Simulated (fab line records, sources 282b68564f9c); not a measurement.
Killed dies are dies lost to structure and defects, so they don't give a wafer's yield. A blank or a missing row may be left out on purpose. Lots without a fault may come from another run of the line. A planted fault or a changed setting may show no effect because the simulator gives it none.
Which tool did it? | flow rit_cmos | 14 lots, 42 wafers sampled, at 6 steps of a route of 202

WHAT THE GAUGES READ, wafer by wafer
RIT_NWELL_TW_MEAS_10. Usual: NWELL_TW 2141, standard deviation 18.
lot  | measured    | on            | NWELL_TW                      | flag
L865 | day 2 00:55 | film_metro-02 | 2147 2146 2146                |
L866 | day 2 09:17 | film_metro-02 | 2163 2148 2156                |
L867 | day 2 10:59 | film_metro-04 | 2142 2132 2147                |
L868 | day 2 16:10 | film_metro-04 | 2131 2132 2136                |
L869 | day 2 22:40 | film_metro-04 | 2144 2139 2133                |
L875 | day 4 01:49 | film_metro-02 | 2163 2171 2154                |
L876 | day 4 08:05 | film_metro-02 | 2358 2339 2344 2354 2341 2344 | OFF
L877 | day 4 14:48 | film_metro-01 | 2303 2313 2316 2311 2307 2307 | OFF
L879 | day 5 01:02 | film_metro-01 | 2116 2107 2118                |
L880 | day 5 06:10 | film_metro-04 | 2141 2137 2142                |
L883 | day 5 23:26 | film_metro-01 | 2117 2117 2121                |
L884 | day 6 03:14 | film_metro-02 | 2134 2150 2145                |
L887 | day 6 17:07 | film_metro-01 | 2148 2127 2132                |
L888 | day 6 20:51 | film_metro-04 | 2148 2140 2146                |

RIT_WELLDRIVE_RS_MEAS_01: measures by four-point-probe. Usual: NWELL_RS 275.7 ohm/sq, standard deviation 0.8.
lot  | measured    | on            | NWELL_RS (ohm/sq)                   | flag
L865 | day 2 08:42 | film_metro-04 | 276.7 276.3 275.7                   |
L866 | day 2 18:41 | film_metro-04 | 275.4 275.6 276.0                   |
L867 | day 2 18:41 | film_metro-02 | 276.7 276.9 276.5                   |
L868 | day 3 00:25 | film_metro-02 | 275.9 274.5 275.4                   |
L869 | day 3 05:44 | film_metro-04 | 274.7 275.7 275.1                   |
L875 | day 4 10:55 | film_metro-01 | 275.1 274.9 275.2                   |
L876 | day 4 19:49 | film_metro-04 | 235.3 234.9 235.5 235.7 235.6 236.0 | OFF
L877 | day 5 02:34 | film_metro-02 | 236.5 236.1 236.0 236.2 235.9 236.3 | OFF
L879 | day 5 07:55 | film_metro-01 | 274.8 275.9 275.8                   |
L880 | day 5 15:05 | film_metro-01 | 274.7 275.5 274.9                   |
L883 | day 6 08:07 | film_metro-04 | 275.5 276.1 275.5                   |
L884 | day 6 11:15 | film_metro-01 | 276.9 275.9 276.8                   |
L887 | day 7 01:07 | film_metro-01 | 274.7 275.8 274.2                   |
L888 | day 7 05:00 | film_metro-02 | 275.4 275.9 275.3                   |

RIT_PRETRO_OVL_MEAS_06. Usual: PRETRO_OVL 0.4 nm, standard deviation 1.4.
lot  | measured    | on         | PRETRO_OVL (nm) | flag
L865 | day 2 11:29 | overlay-02 | 1.4 2.6 3.9     |
L866 | day 2 21:29 | overlay-01 | -1.0 1.0 -0.7   |
L867 | day 2 21:44 | overlay-01 | 1.1 -1.3 -2.9   |
L868 | day 3 03:30 | overlay-02 | 1.9 0.6 1.5     |
L869 | day 3 08:32 | overlay-02 | 0.3 0.1 0.8     |
L875 | day 4 13:50 | overlay-02 | 3.1 2.7 2.9     |
L879 | day 5 10:43 | overlay-01 | -2.4 -1.4 -1.2  |
L880 | day 5 17:53 | overlay-01 | 0.2 -0.3 -1.0   |
L883 | day 6 10:55 | overlay-01 | -2.5 -2.5 -0.8  |
L884 | day 6 14:13 | overlay-02 | -0.1 -1.6 -0.6  |
L887 | day 7 04:17 | overlay-02 | 0.4 1.8 1.3     |
L888 | day 7 07:47 | overlay-02 | 2.3 1.1 1.8     |

RIT_NSD_OVL_MEAS_06. Usual: NSD_OVL 0.8 nm, standard deviation 1.5.
lot  | measured    | on         | NSD_OVL (nm)   | flag
L865 | day 3 09:22 | overlay-01 | -0.4 -1.2 -1.3 |
L866 | day 3 14:20 | overlay-01 | -2.3 -2.6 -3.2 |
L867 | day 3 14:38 | overlay-02 | 0.8 -1.0 1.5   |
L868 | day 3 22:35 | overlay-02 | 0.1 1.3 2.7    |
L869 | day 4 01:55 | overlay-01 | -0.4 -0.1 1.7  |
L875 | day 5 14:03 | overlay-02 | 2.4 1.6 1.5    |
L879 | day 6 10:27 | overlay-02 | 3.1 2.1 1.5    |
L880 | day 6 13:11 | overlay-01 | 1.3 1.1 2.4    |
L883 | day 7 04:12 | overlay-02 | 3.3 1.2 2.3    |
L884 | day 7 09:03 | overlay-01 | 0.5 -0.6 0.2   |
L887 | day 7 21:28 | overlay-01 | 3.0 2.5 2.8    |
L888 | day 8 00:23 | overlay-01 | 2.2 2.3 3.5    |

RIT_CONTACT_OVL_MEAS_09. Usual: CONTACT_OVL -0.1 nm, standard deviation 1.2.
lot  | measured    | on         | CONTACT_OVL (nm) | flag
L865 | day 3 14:08 | overlay-01 | -1.6 0.5 -1.9    |
L866 | day 3 19:35 | overlay-02 | -1.7 0.6 -0.1    |
L867 | day 3 19:42 | overlay-01 | 1.6 2.3 0.9      |
L868 | day 4 03:26 | overlay-02 | -0.2 0.8 1.4     |
L869 | day 4 06:44 | overlay-02 | -3.3 -0.9 -1.0   |
L875 | day 5 18:56 | overlay-02 | -1.1 -1.9 -0.9   |
L879 | day 6 15:20 | overlay-01 | -0.2 2.0 1.4     |
L880 | day 6 18:13 | overlay-02 | 0.3 1.8 0.0      |
L883 | day 7 09:41 | overlay-02 | 0.1 0.5 0.7      |
L884 | day 7 14:21 | overlay-02 | 2.6 0.4 -0.2     |
L887 | day 8 02:38 | overlay-02 | -1.0 0.7 -1.3    |
L888 | day 8 05:11 | overlay-02 | 1.4 -0.3 0.6     |

WHICH TOOL RAN EACH LOT (tool, then ch and the chambers of the sampled wafers, then the start)
lot  | RIT_NWELL_IMPLANT_08
L865 | implanter-04 ch 0, day 2 00:36
L866 | implanter-04 ch 0, day 2 08:58
L867 | implanter-01 ch 0, day 2 10:40
L868 | implanter-04 ch 0, day 2 15:51
L869 | implanter-04 ch 0, day 2 22:20
L875 | implanter-01 ch 0, day 4 01:32
L876 | implanter-04 ch 0, day 4 07:46
L877 | implanter-04 ch 0, day 4 14:29
L879 | implanter-01 ch 0, day 5 00:43
L880 | implanter-02 ch 0, day 5 05:51
L883 | implanter-01 ch 0, day 5 23:08
L884 | implanter-01 ch 0, day 6 02:55
L887 | implanter-02 ch 0, day 6 16:48
L888 | implanter-01 ch 0, day 6 20:32
- RIT_NWELL_IMPLANT_08

WHAT THE TOOLS THEMSELVES READ (means of the sampled wafers that have a number; where no wafer has one, the mark that the record gives instead)
RIT_NWELL_IMPLANT_08. Usual: beam_on_s 10.03 s, standard deviation 0.2; dose_ions_cm2 5e+13, standard deviation 5.1e+10; faraday_current_uA 158, standard deviation 3.1.
lot  | tool         | beam_on_s (s) | dose_ions_cm2 | faraday_current_uA | flag
L865 | implanter-04 | 10.05         | 5e+13         | 158                |
L866 | implanter-04 | 9.86          | 5e+13         | 161                |
L867 | implanter-01 | 9.96          | 5e+13         | 159                |
L868 | implanter-04 | 10.08         | 5e+13         | 157                |
L869 | implanter-04 | 10.00         | 5e+13         | 158                |
L875 | implanter-01 | 10.02         | 5e+13         | 159                |
L876 | implanter-04 | 10.19         | 7e+13         | 202                | OFF
L877 | implanter-04 | 9.99          | 7e+13         | 206                | OFF
L879 | implanter-01 | 10.06         | 5e+13         | 158                |
L880 | implanter-02 | 10.08         | 5e+13         | 157                |
L883 | implanter-01 | 10.02         | 5e+13         | 158                |
L884 | implanter-01 | 9.90          | 5e+13         | 160                |
L887 | implanter-02 | 10.08         | 5e+13         | 157                |
L888 | implanter-01 | 9.92          | 5e+13         | 160                |

THE ANSWER, worked out from the rows above alone
Rule: a lot is off if the mean of its wafers that have a number lies more than 3 standard deviations from the usual mean. A lot without any number at a reading at which 4 lots or more have one is off too. The other lots that the step has rows for count as sound. The gauges are gone through in route order, then the tools' own readings, and for those a lot's mean is taken as printed above. The first step at which some lot is off is used, and at that step the reading that is off furthest; a lot without a number counts as furthest.
Off: L876, L877, at RIT_NWELL_TW_MEAS_10 (NWELL_TW).
A tool fits if, at a process step before that reading, it ran every lot that is off, and no sound lot after the first of them. The gauges at RIT_NWELL_TW_MEAS_10 aren't tried: what is off there is off at RIT_NWELL_IMPLANT_08 too, on other tools, and a gauge's error can't cause that. One fits: implanter-04 at RIT_NWELL_IMPLANT_08. Its last sound lot is L869 (day 2 22:20), its first lot that is off L876 (day 4 07:46): a fault that began between those two fits.
The tool's own readings at RIT_NWELL_IMPLANT_08 bear it out: on the lots that are off they differ by more than 5 times the standard deviation of the sound lots' means. dose_ions_cm2 reads 7e+13 there against 5e+13 on the sound lots; faraday_current_uA reads 204 there against 158 on the sound lots.

WHAT THE SIMULATOR HAD PUT IN
Process parameter drift: implanter-04, from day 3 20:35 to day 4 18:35, at RIT_NWELL_IMPLANT_08. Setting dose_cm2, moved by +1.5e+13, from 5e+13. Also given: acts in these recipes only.
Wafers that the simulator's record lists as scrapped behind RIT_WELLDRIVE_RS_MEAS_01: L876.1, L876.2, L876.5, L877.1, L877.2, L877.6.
Lots struck among those shown: L876, L877. The rule above found the same.
